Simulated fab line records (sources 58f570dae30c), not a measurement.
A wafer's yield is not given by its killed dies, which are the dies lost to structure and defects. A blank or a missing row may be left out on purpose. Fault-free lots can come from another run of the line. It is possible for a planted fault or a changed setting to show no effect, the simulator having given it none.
Matching of chambers || flow berkeleyCmos170 || UCB170_NWELL_ETCH_13 on rieDiel-01 has 4 sister chambers
The step etches Si3N4 in CH3F/Ar/O2, stops on SiO2, target depth 246.4 nm, time 154 s. 22 wafers are shown with their chamber, then 11 later ones without.

== WAFERS WITH THEIR CHAMBER ==
{"wafer": "L076.1", "chamber": 0, "drypumpMotorCurrentA (A)": 5.3, "throttleValvePct (%)": 7.99, "oesProductAu (a.u.)": 0.932}
{"wafer": "L076.4", "chamber": 3, "drypumpMotorCurrentA (A)": 5.7, "throttleValvePct (%)": 8.00, "oesProductAu (a.u.)": 0.915}
{"wafer": "L076.5", "chamber": 0, "drypumpMotorCurrentA (A)": 5.3, "throttleValvePct (%)": 7.97, "oesProductAu (a.u.)": 0.930}
{"wafer": "L078.3", "chamber": 1, "drypumpMotorCurrentA (A)": 6.0, "throttleValvePct (%)": 7.85, "oesProductAu (a.u.)": 0.955}
{"wafer": "L078.4", "chamber": 2, "drypumpMotorCurrentA (A)": 6.0, "throttleValvePct (%)": 8.00, "oesProductAu (a.u.)": 0.915}
{"wafer": "L078.6", "chamber": 2, "drypumpMotorCurrentA (A)": 6.0, "throttleValvePct (%)": 8.02, "oesProductAu (a.u.)": 0.906}
{"wafer": "L082.2", "chamber": 0, "drypumpMotorCurrentA (A)": 5.3, "throttleValvePct (%)": 7.99, "oesProductAu (a.u.)": 0.935}
{"wafer": "L082.4", "chamber": 3, "drypumpMotorCurrentA (A)": 5.8, "throttleValvePct (%)": 7.99, "oesProductAu (a.u.)": 0.914}
{"wafer": "L082.6", "chamber": 1, "drypumpMotorCurrentA (A)": 6.1, "throttleValvePct (%)": 7.85, "oesProductAu (a.u.)": 0.950}
{"wafer": "L085.3", "chamber": 3, "drypumpMotorCurrentA (A)": 5.7, "throttleValvePct (%)": 7.98, "oesProductAu (a.u.)": 0.930}
{"wafer": "L085.5", "chamber": 1, "drypumpMotorCurrentA (A)": 6.0, "throttleValvePct (%)": 7.86, "oesProductAu (a.u.)": 0.964}
{"wafer": "L085.6", "chamber": 0, "drypumpMotorCurrentA (A)": 5.3, "throttleValvePct (%)": 7.99, "oesProductAu (a.u.)": 0.941}
{"wafer": "L086.1", "chamber": 3, "drypumpMotorCurrentA (A)": 5.7, "throttleValvePct (%)": 8.00, "oesProductAu (a.u.)": 0.917}
{"wafer": "L086.5", "chamber": 2, "drypumpMotorCurrentA (A)": 6.0, "throttleValvePct (%)": 8.01, "oesProductAu (a.u.)": 0.905}
{"wafer": "L086.6", "chamber": 3, "drypumpMotorCurrentA (A)": 5.7, "throttleValvePct (%)": 8.00, "oesProductAu (a.u.)": 0.916}
{"wafer": "L087.2", "chamber": 0, "drypumpMotorCurrentA (A)": 5.3, "throttleValvePct (%)": 7.97, "oesProductAu (a.u.)": 0.923}
{"wafer": "L087.3", "chamber": 3, "drypumpMotorCurrentA (A)": 5.7, "throttleValvePct (%)": 8.00, "oesProductAu (a.u.)": 0.912}
{"wafer": "L087.4", "chamber": 2, "drypumpMotorCurrentA (A)": 6.0, "throttleValvePct (%)": 8.01, "oesProductAu (a.u.)": 0.910}
{"wafer": "L089.1", "chamber": 2, "drypumpMotorCurrentA (A)": 6.0, "throttleValvePct (%)": 8.02, "oesProductAu (a.u.)": 0.904}
{"wafer": "L089.3", "chamber": 1, "drypumpMotorCurrentA (A)": 6.0, "throttleValvePct (%)": 7.85, "oesProductAu (a.u.)": 0.946}
{"wafer": "L089.4", "chamber": 0, "drypumpMotorCurrentA (A)": 5.3, "throttleValvePct (%)": 7.98, "oesProductAu (a.u.)": 0.932}
{"wafer": "L090.1", "chamber": 2, "drypumpMotorCurrentA (A)": 6.0, "throttleValvePct (%)": 8.02, "oesProductAu (a.u.)": 0.905}

SIGNATURES (averages over the wafers above)
{"reading": "drypumpMotorCurrentA", "chamber 0": 5.300, "chamber 1": 6.025, "chamber 2": 6.000, "chamber 3": 5.717, "scatter within a chamber": 0.0297}
{"reading": "throttleValvePct", "chamber 0": 7.9817, "chamber 1": 7.8525, "chamber 2": 8.0133, "chamber 3": 7.9950, "scatter within a chamber": 0.00831}
{"reading": "oesProductAu", "chamber 0": 0.93217, "chamber 1": 0.95375, "chamber 2": 0.90750, "chamber 3": 0.91733, "scatter within a chamber": 0.00602}
Rule: a wafer lies at a distance from a chamber equal to the root of the sum of squares, over the readings, of (its reading less the chamber's mean, divided by the reading's scatter). The wafer belongs to the nearest chamber; if the next one is less than 2 further off, it can't be placed. How the scatter is found: for the shown wafers, subtract from each reading the mean of its chamber, square and add these, divide the total by (wafers less chambers), then take the root.

== WAFERS WITHOUT THEIR CHAMBER ==
{"wafer": "L090.5", "drypumpMotorCurrentA (A)": 5.8, "throttleValvePct (%)": 7.99, "oesProductAu (a.u.)": 0.915}
{"wafer": "L090.6", "drypumpMotorCurrentA (A)": 5.3, "throttleValvePct (%)": 7.98, "oesProductAu (a.u.)": 0.935}
{"wafer": "L092.3", "drypumpMotorCurrentA (A)": 6.0, "throttleValvePct (%)": 7.99, "oesProductAu (a.u.)": 0.914}
{"wafer": "L092.4", "drypumpMotorCurrentA (A)": 5.3, "throttleValvePct (%)": 7.99, "oesProductAu (a.u.)": 0.936}
{"wafer": "L092.5", "drypumpMotorCurrentA (A)": 5.2, "throttleValvePct (%)": 7.98, "oesProductAu (a.u.)": 0.941}
{"wafer": "L095.2", "drypumpMotorCurrentA (A)": 6.1, "throttleValvePct (%)": 7.87, "oesProductAu (a.u.)": 0.954}
{"wafer": "L095.3", "drypumpMotorCurrentA (A)": 5.3, "throttleValvePct (%)": 7.97, "oesProductAu (a.u.)": 0.927}
{"wafer": "L095.4", "drypumpMotorCurrentA (A)": 6.0, "throttleValvePct (%)": 8.01, "oesProductAu (a.u.)": 0.908}
{"wafer": "L096.4", "drypumpMotorCurrentA (A)": 6.0, "throttleValvePct (%)": 7.85, "oesProductAu (a.u.)": 0.961}
{"wafer": "L096.5", "drypumpMotorCurrentA (A)": 6.0, "throttleValvePct (%)": 7.86, "oesProductAu (a.u.)": 0.957}
{"wafer": "L096.6", "drypumpMotorCurrentA (A)": 5.3, "throttleValvePct (%)": 7.98, "oesProductAu (a.u.)": 0.933}

== CHAMBER TAKEN BY EACH ==
{"wafer": "L090.5", "from the rows above": 3, "in truth": 3}
{"wafer": "L090.6", "from the rows above": 0, "in truth": 0}
{"wafer": "L092.3", "from the rows above": 2, "in truth": 2}
{"wafer": "L092.4", "from the rows above": 0, "in truth": 0}
{"wafer": "L092.5", "from the rows above": 0, "in truth": 0}
{"wafer": "L095.2", "from the rows above": 1, "in truth": 1}
{"wafer": "L095.3", "from the rows above": 0, "in truth": 0}
{"wafer": "L095.4", "from the rows above": 2, "in truth": 2}
{"wafer": "L096.4", "from the rows above": 1, "in truth": 1}
{"wafer": "L096.5", "from the rows above": 1, "in truth": 1}
{"wafer": "L096.6", "from the rows above": 0, "in truth": 0}
Correct placement for 11 of the 11. Number that these rows cannot place: 0. Placed wrongly: 0.
